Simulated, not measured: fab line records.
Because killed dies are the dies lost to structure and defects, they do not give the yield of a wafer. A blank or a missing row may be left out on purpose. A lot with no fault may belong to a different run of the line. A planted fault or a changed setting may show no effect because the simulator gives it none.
One fault through the eyes of 2 desks -- flow ritCmos -- numbers are kept per desk, each desk with only its own; the story behind them comes last

FOR THE TOOL OWNER'S DESK: lithoTrack-02
The tool's own readings at RIT_NRETRO_COAT_01 (resist thk 1300 nm): means of the sampled wafers that have a number, for each lot that ran on this tool. Marked OUT: a lot whose mean sits more than 4 standard deviations from the usual mean, which makes it out of limits; the brackets give that distance.
Columns: A = chillPlateTempC at RIT_NRETRO_COAT_01, usual 22.99 C; B = dispensePressureKPa at RIT_NRETRO_COAT_01, usual 51.4 kPa
lot,first seen here,A,B
L773,day 2 05:25,23.00,54.0
L774,day 2 11:26,22.87,54.0
L777,day 3 01:56,23.04,54.0
L786,day 4 22:02,23.13,53.9
L789,day 5 13:28,22.93,53.9
L794,day 6 14:38,23.06,53.9
Result from this desk: across the 6 lots, nothing is out of limits.

METROLOGY DESK
Means of the sampled wafers that have a number, per lot and without regard to the tool the lot ran on: this is what the gauges read. Marked OUT: a lot whose mean sits more than 4 standard deviations from the usual mean, which makes it out of limits; the brackets give that distance.
Columns: A = cdNm at RIT_ACTIVE_CD_MEAS_90, usual 1400.8 nm; B = PWELL_OVL at RIT_PWELL_OVL_MEAS_06, usual -0.2 nm; C = NRETRO_OVL at RIT_NRETRO_OVL_MEAS_06, usual -1.1 nm; D = PRETRO_TW at RIT_PRETRO_TW_MEAS_10, usual 473; E = GATE_OXIDE_THK at RIT_GATE_THK_MEAS_07, usual 3.01 nm
lot,first seen here,A,B,C,D,E
L773,day 1 15:08,1399.5,0.1,-0.7,476,3.08
L774,day 1 20:50,1402.3,0.1,-1.4,474,3.08
L775,day 2 03:20,1401.6,-1.6,0.6,474,3.04
L777,day 2 12:38,1403.1,1.3,-1.2,469,3.09
L779,day 2 22:05,1400.7,0.7,-,1060 (+99 or more) OUT,3.06
L780,day 3 02:08,1398.3,1.4,-,1066 (+99 or more) OUT,3.02
L781,day 3 08:14,1403.7,0.9,-,1063 (+99 or more) OUT,3.00
L786,day 4 08:55,1399.5,-0.4,-2.1,470,3.01
L788,day 4 18:01,1402.0,0.5,-0.1,478,3.05
L789,day 5 00:25,1394.7,0.2,-2.2,478,2.98
L790,day 5 04:10,1402.4,-0.8,-1.5,474,3.07
L791,day 5 09:10,1398.3,-1.5,-1.8,474,2.91
L792,day 5 14:44,1398.7,-1.8,1.1,474,2.90
L794,day 6 00:01,1399.8,-1.9,-0.6,475,3.04
L796,day 6 10:17,1401.8,-0.5,-1.3,476,2.91
This desk reports L779, L780, L781 out of limits; the earliest was L779 at day 3 18:01 (PRETRO_TW at RIT_PRETRO_TW_MEAS_10). L773, L774, L775, L777, L786, L788, L789, L790, L791, L792, L794, L796 stayed within limits.

ALL TOGETHER
L779, L780, L781 would have let the metrology desk raise an alarm at day 3 18:01.
The tool owner's desk saw nothing out of limits.
The tool owner's desk has no number on record for L779, L780, L781.
RIT_NRETRO_COAT_01 was run on lithoTrack-02 by each of the lots named.

WHAT THE SIMULATOR HAD INSERTED
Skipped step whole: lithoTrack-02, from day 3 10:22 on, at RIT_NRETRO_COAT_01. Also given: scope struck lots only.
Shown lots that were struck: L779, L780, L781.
Delay in hours, fault start to first out-of-limits reading, per desk: metrology desk 8.
